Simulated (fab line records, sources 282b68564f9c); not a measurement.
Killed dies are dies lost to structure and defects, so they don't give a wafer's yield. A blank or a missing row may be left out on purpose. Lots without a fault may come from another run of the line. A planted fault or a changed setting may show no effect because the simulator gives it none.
Problem report in the 8D (eight disciplines) form, filled by code | flow rit_cmos | the parts of the form that need people (team, actions taken, sign-off) are left out

1. THE PROBLEM
GATE_POLY_THK at RIT_GATE_THK_MEAS_09 reads a mean of 80.6 nm on 6 wafers of 2 lots; wafers without a fault read 250.9 nm with a standard deviation of 2.1. That is -81 standard deviations from the usual mean.
First seen on wafer L561.1, day 4 09:40, on film_metro-03. The record holds 39 wafers of 13 lots with a number at this step. Rule for "out", or "out of limits": more than 4 standard deviations from the usual mean. The other wafers with a number count as sound.

2. WHAT IT IS AND WHAT IT IS NOT
question                    | is                           | is not
which readings at this step | GATE_POLY_THK                | -
which lots                  | L561, L562                   | L552, L553, L554, L555, L556, L557, L558, L560, L570, L574, L575
which wafers of those lots  | all that have a number       | -
read on which gauges        | film_metro-02, film_metro-03 | film_metro-01
when                        | from day 4 09:40             | up to then (24 sound wafers); but 9 sound wafers of L570, L574, L575 came after

3. SUSPECTS, AND WHAT RULES EACH OUT
Counting: a tool at a process step up to the reading stays a suspect if it ran every lot that is out and no sound lot after the first of them.
- the gauge at RIT_GATE_THK_MEAS_09: ruled out. The wafers that are out were read on 2 gauges (film_metro-02, film_metro-03).
- lpcvd-02 at RIT_GATE_CVD_08 (deposits poly-Si from SiH4, target thk 250 nm, time 2220 s): kept. It ran every lot that is out, first L561 (day 4 08:03), and no sound lot after that; its last sound lot up to then is L558 (day 3 16:19). Its own readings are out on those wafers: spike_tc_centre_C, spike_tc_load_C, spike_tc_source_C, susceptor_temp_C.
Left after counting: lpcvd-02 at RIT_GATE_CVD_08.

4. THE CAUSE (what the simulator had put in)
Process parameter drift: lpcvd-02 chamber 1, from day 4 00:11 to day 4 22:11, at RIT_GATE_CVD_08. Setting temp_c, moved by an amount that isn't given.
Counting left only this tool.

5. THE CHAIN OF EFFECTS, in route order
Each row: a reading whose mean over the struck wafers that have a number lies more than 3 standard deviations from the usual. Only readings for which the record gives a usual standard deviation are gone through. hours: the time from each lot's start at the first step in this table that gives one to its start at this step, as a median over the lots. sigmas: the change in usual standard deviations.
hours | step                 | reading           | usual      | on struck wafers | change | sigmas
0     | RIT_GATE_CVD_08      | spike_tc_centre_C | 612.0 C    | 566.4            | -45.6  | -41
0     | RIT_GATE_CVD_08      | spike_tc_load_C   | 630 C      | 587              | -43    | -12
0     | RIT_GATE_CVD_08      | spike_tc_source_C | 631.4 C    | 584.4            | -47.0  | -22
0     | RIT_GATE_CVD_08      | susceptor_temp_C  | 610.04 C   | 564.54           | -45.50 | -99 or more
2     | RIT_GATE_THK_MEAS_09 | GATE_POLY_THK     | 250.9 nm   | 80.6             | -170.3 | -81
4     | RIT_GATE_ETCH_19     | oes_product_au    | 0.852 a.u. | 0.449            | -0.403 | -41
The process steps in it:
- RIT_GATE_CVD_08: deposits poly-Si from SiH4, target thk 250 nm, time 2220 s.
- RIT_GATE_ETCH_19: etches poly-Si in SF6/CHF3/O2, stops on SiO2, time 165 s, target depth 312.5 nm.
Later measuring or inspecting steps at which every struck wafer that the step has a row for has a number for every such reading, and none has moved that far: RIT_PLDD_OVL_MEAS_06.

6. WHAT WOULD HAVE CAUGHT IT SOONER
In this record the first reading out of limits at a measuring or inspecting step was taken at day 4 09:40, 9 hours after the fault began at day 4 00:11.
The tool's own readings at RIT_GATE_CVD_08 were out on every struck wafer that the step has a row for (spike_tc_centre_C, spike_tc_load_C, spike_tc_source_C, susceptor_temp_C): an alarm limit on them would have fired on the first of those.
Of the lots that are out (2), L562 began RIT_GATE_CVD_08 on lpcvd-02 after day 4 09:40. A hold on the tool at that time would have spared it.
